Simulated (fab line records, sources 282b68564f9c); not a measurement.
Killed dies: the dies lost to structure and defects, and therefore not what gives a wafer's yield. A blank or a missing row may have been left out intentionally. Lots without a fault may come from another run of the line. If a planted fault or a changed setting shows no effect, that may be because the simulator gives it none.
Check for tools in common ; flow ritCmos ; Sample size 14 lots and 42 wafers

WHAT PROMPTED THE OPENING
RIT_WELLDRIVE_RS_MEAS_01, reading NWELL_RS: flagged on 2 of 14 lots. No-fault wafers: 275.4 ohm/sq, standard deviation 0.7.
Rule: flag the lot when none of its wafers has a number, or when each of its wafers that has one lies beyond 4 standard deviations from that mean. All remaining lots are regarded as sound.

lot;measured;on;NWELL_RS (ohm/sq), wafer by wafer;flag
L114;day 2 04:55;filmMetro-03;276.0 275.9 275.2;
L115;day 2 08:50;filmMetro-03;275.8 275.6 275.6;
L116;day 2 14:37;filmMetro-04;274.9 276.0 275.0;
L120;day 3 11:14;filmMetro-01;275.5 275.3 275.4;
L121;day 3 15:17;filmMetro-01;296.1 296.5 296.3;FLAGGED
L122;day 3 21:30;filmMetro-01;275.5 275.2 274.9;
L125;day 4 11:05;filmMetro-03;294.6 294.7 294.7;FLAGGED
L128;day 5 06:19;filmMetro-01;274.8 275.4 274.3;
L129;day 5 09:48;filmMetro-03;275.3 274.6 274.6;
L130;day 5 14:50;filmMetro-01;276.7 275.9 276.2;
L131;day 5 20:04;filmMetro-04;273.9 274.3 274.2;
L132;day 6 03:44;filmMetro-04;276.4 275.8 276.6;
L135;day 6 20:31;filmMetro-03;275.9 274.8 275.3;
L137;day 7 09:10;filmMetro-01;276.3 275.5 275.2;
On average the flagged lots' numbers are 295.5 ohm/sq, which is +20.1 ohm/sq against the usual, or +29 standard deviations.

TOOL THAT RAN EACH LOT
The record holds 1 process step before the reading, out of a route of 202 steps. Read each cell as the tool, then ch plus the chambers that the sampled wafers visited, then the start.
lot;flag;RIT_WELLDRIVE_ANNEAL_00
L114;;furnace-01 ch 0, day 1 23:49
L115;;furnace-02 ch 0, day 2 03:44
L116;;furnace-04 ch 0, day 2 09:32
L120;;furnace-01 ch 0, day 3 06:09
L121;FLAGGED;furnace-02 ch 0, day 3 10:12
L122;;furnace-01 ch 0, day 3 16:24
L125;FLAGGED;furnace-02 ch 0, day 4 06:00
L128;;furnace-01 ch 0, day 5 01:14
L129;;furnace-04 ch 0, day 5 04:43
L130;;furnace-01 ch 0, day 5 09:45
L131;;furnace-04 ch 0, day 5 14:56
L132;;furnace-04 ch 0, day 5 22:38
L135;;furnace-01 ch 0, day 6 15:26
L137;;furnace-04 ch 0, day 7 04:05
What is done by these steps:
- RIT_WELLDRIVE_ANNEAL_00: time 14700 s.
- RIT_WELLDRIVE_RS_MEAS_01: measures by four-point-probe.

FLAGGED OVER TOTAL, TOOL BY TOOL (the gauges that took the reading come last)
step;tool;lots run;flagged;share of the flagged lots;sound lots run after its first flagged lot
RIT_WELLDRIVE_ANNEAL_00;furnace-01;6;0;none;-
RIT_WELLDRIVE_ANNEAL_00;furnace-02;3;2;all;0
RIT_WELLDRIVE_ANNEAL_00;furnace-04;5;0;none;-
RIT_WELLDRIVE_RS_MEAS_01;filmMetro-01;6;1;some;4 (L122,L128,L130,L137)
RIT_WELLDRIVE_RS_MEAS_01;filmMetro-03;5;1;some;2 (L129,L135)
RIT_WELLDRIVE_RS_MEAS_01;filmMetro-04;3;0;none;-

WHAT THE TABLE ALLOWS
1 row of the table ran every flagged lot: furnace-02 at RIT_WELLDRIVE_ANNEAL_00.
- furnace-02 at RIT_WELLDRIVE_ANNEAL_00: 2 of its 3 lots flagged. A fault beginning between L115 (day 2 03:44), its last sound lot, and L121 (day 3 10:12), its first flagged one, fits the data. Its own readings lie more than 4 standard deviations out on every wafer of the flagged lots: spikeTcCentreC, spikeTcLoadC, tubeCenterTempC, tube_center_temp_C_max.
furnace-02 at RIT_WELLDRIVE_ANNEAL_00 is the single tool remaining.

WHAT THE SIMULATOR HAD INSERTED
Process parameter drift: furnace-02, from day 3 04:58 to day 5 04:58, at RIT_WELLDRIVE_ANNEAL_00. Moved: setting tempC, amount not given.
Struck lots among those shown: L121, L125. The rule given above showed the same thing.
